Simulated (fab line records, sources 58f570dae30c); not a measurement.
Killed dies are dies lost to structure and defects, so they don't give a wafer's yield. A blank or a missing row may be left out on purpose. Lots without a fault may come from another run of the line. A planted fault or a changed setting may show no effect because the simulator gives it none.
Split-lot experiment | flow berkeley_cmos170 | 5 lots, 23 wafers read, on a route of 331 steps

THE SPLIT
At UCB170_M3_SPUTTER_01 (material Al, target thk 900 nm, time 120 s), the setting power_w was moved away from the recipe's 6000 W on 10 of the 23 wafers read, by +7.9% to +10.4%. The other wafers ran this setting at the recipe's value.

FROM THE SPLIT TO THE READING: what the file shows between them, 7 steps
- UCB170_M3_RS_MEAS_02: measures by four-point-probe
- UCB170_M3_THK_MEAS_03: measures by xrf
- UCB170_M3_EXPOSE_12: exposes mask METAL3, target cd 700 nm (also split here: dose_mj)
- UCB170_M3_PEB_13
- UCB170_M3_DEVELOP_14: develop time 45 s
- UCB170_M3_CD_MEAS_15: target cd 700 nm
- UCB170_M3_ETCH_17: etches BARC in N2/H2

THE READING
oes_product_au, in a.u., at UCB170_M3_METAL_ETCH_18 (etches Al in Cl2/BCl3, stops on SiO2, target depth 1170 nm, time 195 s). Fault-free wafers of this fab line usually give 0.854 a.u., standard deviation 0.01 a.u..

wafer  | tool, chamber at the split | power_w as run, W | against the recipe | oes_product_au, a.u. | against lot-mates on the recipe
L075.3 | pvd_sputter-02, -          | 6000              | recipe             | 0.848                | -
L075.4 | pvd_sputter-02, -          | 6000              | recipe             | 0.875                | -
L075.6 | pvd_sputter-02, -          | 6000              | recipe             | 0.850                | -
L078.1 | pvd_sputter-01, -          | 6587              | +9.8%              | 0.898                | +0.032
L078.2 | pvd_sputter-01, -          | 6587              | +9.8%              | 0.912                | +0.046
L078.3 | pvd_sputter-01, -          | 6587              | +9.8%              | 0.895                | +0.029
L078.4 | pvd_sputter-01, -          | 6000              | recipe             | 0.863                | -
L078.6 | pvd_sputter-01, -          | 6000              | recipe             | 0.869                | -
L080.1 | pvd_sputter-02, -          | 6490              | +8.2%              | 0.874                | +0.021
L080.2 | pvd_sputter-02, -          | 6000              | recipe             | 0.863                | -
L080.4 | pvd_sputter-02, -          | 6490              | +8.2%              | 0.875                | +0.022
L080.5 | pvd_sputter-02, -          | 6000              | recipe             | 0.863                | -
L080.6 | pvd_sputter-02, -          | 6000              | recipe             | 0.834                | -
L076.2 | pvd_sputter-01, -          | 6476              | +7.9%              | 0.897                | +0.042
L076.3 | pvd_sputter-01, -          | 6000              | recipe             | 0.851                | -
L076.4 | pvd_sputter-01, -          | 6000              | recipe             | 0.855                | -
L076.5 | pvd_sputter-01, -          | 6476              | +7.9%              | 0.898                | +0.043
L076.6 | pvd_sputter-01, -          | 6000              | recipe             | 0.858                | -
L083.1 | pvd_sputter-02, -          | 6622              | +10.4%             | 0.899                | +0.038
L083.2 | pvd_sputter-02, -          | 6000              | recipe             | 0.866                | -
L083.4 | pvd_sputter-02, -          | 6622              | +10.4%             | 0.901                | +0.040
L083.5 | pvd_sputter-02, -          | 6622              | +10.4%             | 0.906                | +0.045
L083.6 | pvd_sputter-02, -          | 6000              | recipe             | 0.857                | -

THE FIT
A straight line over all 23 wafers: oes_product_au changes by +0.00412 a.u. for each +1% of power_w; r = +0.89; the points scatter about the line by 0.01 a.u..
The same after taking each lot's own level away (the mean of its wafers on the recipe; 23 wafers): +0.00383 a.u. for each +1%; r = +0.89; scatter 0.0093 a.u..
On that fit, the largest move of power_w shifts the reading by 0.04 a.u..
The lots' own levels span 0.8533 to 0.8660 a.u., that is 1.3 times the standard deviation above.
So the lot-to-lot level changes the slope little: the two slopes agree.
Check: with one of the wafers moved furthest among these (+10.4%) left out of the fit, the line predicts +0.0401 a.u. for it against its lot-mates. It came out at +0.0375 a.u. against them.

OTHER SPLITS ON THESE WAFERS
These wafers also went through other splits before the reading. Each is held against what the fit with the lots' levels taken away leaves over:
other split on the same wafers | wafers away from the commonest value | r with oes_product_au (lot level and that fit taken away)
UCB170_M2_METAL_ETCH_18 time_s | 10                                   | +0.04
UCB170_M3_EXPOSE_12 dose_mj    | 8                                    | -0.15

THE WHOLE CHAIN: every reading that the file lists as answering this split, in the file's order
step                    | what it does                                                           | reading                                                                     | change (the file's fit)                   | r (the file's)
UCB170_M3_SPUTTER_01    | material Al, target thk 900 nm, time 120 s                             | Al_of_M3_SPUTTER_01.thk_nm (the simulator's own value, which no gauge read) | +8.69 nm for each +1% of the setting      | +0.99
UCB170_M3_RS_MEAS_02    | measures by four-point-probe                                           | M3_AL_RS                                                                    | -0.000291 for each +1% of the setting     | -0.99
UCB170_M3_THK_MEAS_03   | measures by xrf                                                        | M3_AL_THK                                                                   | +8.8 for each +1% of the setting          | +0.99
UCB170_M3_METAL_ETCH_18 | etches Al in Cl2/BCl3, stops on SiO2, target depth 1170 nm, time 195 s | oes_product_au                                                              | +0.00384 a.u. for each +1% of the setting | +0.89

THE FILE'S OWN FIT
oes_product_au changes by +0.00384 a.u. for each +1% of power_w, r = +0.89.
